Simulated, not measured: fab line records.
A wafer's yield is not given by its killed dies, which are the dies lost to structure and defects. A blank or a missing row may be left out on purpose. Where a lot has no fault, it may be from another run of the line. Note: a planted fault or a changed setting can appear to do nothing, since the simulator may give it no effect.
Lot-split experiment + flow berkeleyCmos170 + on a route of 331 steps: 5 lots, 23 wafers read

== ABOUT THE SPLIT ==
At UCB170_V1_CMP_02 (polishes SiO2), the setting leaveAboveRefNm was moved away from the recipe's 1000 nm on 10 of the 23 wafers read, by -3.5% to +4.5%. The other wafers ran this setting at the recipe's value.

No step appears in the file between the split and the reading.

== THE READING ==
Values of V1_POLISHED_THK in nm from UCB170_V1_THK_MEAS_04. Fault-free wafers of this fab line usually give 999.7 nm, standard deviation 0.93 nm.

| wafer  | tool, chamber at the split | leaveAboveRefNm as run, nm | against the recipe | V1_POLISHED_THK, nm | against lot-mates on the recipe |
|--------|----------------------------|----------------------------|--------------------|---------------------|---------------------------------|
| L074.1 | cmp-02, 0                  | 1025                       | +2.5%              | 1026.1              | +25.7                           |
| L074.2 | cmp-02, 1                  | 1025                       | +2.5%              | 1024.9              | +24.5                           |
| L074.4 | cmp-02, 3,1                | 1000                       | recipe             | 999.9               | -                               |
| L074.5 | cmp-02, 2                  | 1000                       | recipe             | 1001.8              | -                               |
| L074.6 | cmp-02, 3,1                | 1000                       | recipe             | 999.5               | -                               |
| L077.1 | cmp-01, 1                  | 1000                       | recipe             | 997.5               | -                               |
| L077.2 | cmp-01, 0                  | 1000                       | recipe             | 1000.0              | -                               |
| L077.4 | cmp-01, 3                  | 1000                       | recipe             | 1000.8              | -                               |
| L077.5 | cmp-01, 2                  | 1019                       | +1.9%              | 1018.4              | +19.0                           |
| L077.6 | cmp-01, 3                  | 1019                       | +1.9%              | 1017.6              | +18.2                           |
| L079.2 | cmp-01, 0,3,0              | 1000                       | recipe             | 1000.6              | -                               |
| L079.5 | cmp-01, 0,3,0              | 1000                       | recipe             | 1000.3              | -                               |
| L079.6 | cmp-01, 0,3,0              | 1000                       | recipe             | 1000.2              | -                               |
| L083.1 | cmp-01, 1                  | 1000                       | recipe             | 999.3               | -                               |
| L083.2 | cmp-01, 0                  | 965.2                      | -3.5%              | 965.1               | -34.9                           |
| L083.3 | cmp-01, 2                  | 965.2                      | -3.5%              | 965.0               | -35.0                           |
| L083.4 | cmp-01, 3                  | 1000                       | recipe             | 1000.6              | -                               |
| L083.5 | cmp-01, 3                  | 965.2                      | -3.5%              | 964.0               | -36.0                           |
| L082.2 | cmp-01, 1                  | 1000                       | recipe             | 999.1               | -                               |
| L082.3 | cmp-01, 2,3,1              | 1045                       | +4.5%              | 1044.3              | +44.9                           |
| L082.4 | cmp-01, 2,3,1              | 1045                       | +4.5%              | 1042.9              | +43.6                           |
| L082.5 | cmp-01, 2,3,1              | 1045                       | +4.5%              | 1043.9              | +44.6                           |
| L082.6 | cmp-01, 0                  | 1000                       | recipe             | 999.6               | -                               |
If several chambers appear in one row, that row covers several wafers at once and the file leaves open which wafer was in which chamber.

FIT RESULTS
A straight line over all 23 wafers: V1_POLISHED_THK changes by +9.91 nm for each +1% of leaveAboveRefNm; r = +1.00; the points scatter about the line by 0.99 nm.
The same after taking each lot's own level away (the mean of its wafers on the recipe; 23 wafers): +9.97 nm for each +1%; r = +1.00; scatter 0.83 nm.
On that fit, the largest move of leaveAboveRefNm shifts the reading by 45 nm.
From 999.35 to 1000.40 nm: that is the span of the lots' own levels, equal to 1.1 times the standard deviation above.
So the lot-to-lot level changes the slope little: the two slopes agree.
Check: for one of the wafers moved furthest among these (+4.5%), held out of the fit, the line's prediction against its lot-mates is +44.7 nm. It came out at +44.9 nm against them.

== OTHER SPLITS APPLIED TO THESE WAFERS ==
Other splits were also applied to these wafers ahead of the reading. Each is held against what the fit with the lots' levels taken away leaves over:
| other split on the same wafers               | wafers away from the commonest value | r with V1_POLISHED_THK (lot level and that fit taken away) |
|----------------------------------------------|--------------------------------------|------------------------------------------------------------|
| UCB170_PLDD_COAT_01 resistThkNm              | 10                                   | +0.02                                                      |
| UCB170_NLDD_IMPLANT_09 doseCm2               | 8                                    | +0.23                                                      |
| UCB170_NSD_PEB_04 pebTempC                   | 9                                    | +0.00                                                      |
| UCB170_BACKSIDE_HMDS_00 primeTimeS           | 2                                    | +0.06                                                      |
| UCB170_SILICIDE_SPUTTER_01 chamberPressurePa | 18                                   | +0.11                                                      |
| UCB170_CONTACT_COAT_04 spinRpm               | 8                                    | +0.02                                                      |
| UCB170_CONTACT_ETCH_18 timeS                 | 5                                    | -0.04                                                      |
| UCB170_M1_METAL_ETCH_12 icpW                 | 11                                   | +0.41                                                      |

== THE WHOLE CHAIN: every reading that the file lists as answering this split, in the file's order ==
| step                    | what it does                                                              | reading                                                                  | change (the file's fit)              | r (the file's) |
|-------------------------|---------------------------------------------------------------------------|--------------------------------------------------------------------------|--------------------------------------|----------------|
| UCB170_V1_CMP_02        | polishes SiO2                                                             | SiO2_of_V1_CVD_00.thkNm (the simulator's own value, which no gauge read) | +10 nm for each +1% of the setting   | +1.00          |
| UCB170_V1_THK_MEAS_04   |                                                                           | V1_POLISHED_THK                                                          | +9.96 for each +1% of the setting    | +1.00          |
| UCB170_V1_ETCH_14       | etches SiO2 in CHF3/CF4/Ar, stops on Al, target depth 1250 nm, time 291 s | V1.featureDepthNm (the simulator's own value, which no gauge read)       | +9.97 nm for each +1% of the setting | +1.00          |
| UCB170_V1_ETCH_14       | etches SiO2 in CHF3/CF4/Ar, stops on Al, target depth 1250 nm, time 291 s | etch.depthNm (the simulator's own value, which no gauge read)            | +10 nm for each +1% of the setting   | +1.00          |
| UCB170_M2_METAL_ETCH_18 | etches Al in Cl2/BCl3, stops on SiO2, target depth 1170 nm, time 195 s    | SiO2_of_V1_CVD_00.thkNm (the simulator's own value, which no gauge read) | +9.81 nm for each +1% of the setting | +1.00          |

== FILE'S OWN FIT ==
V1_POLISHED_THK changes by +9.96 nm for each +1% of leaveAboveRefNm, r = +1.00.
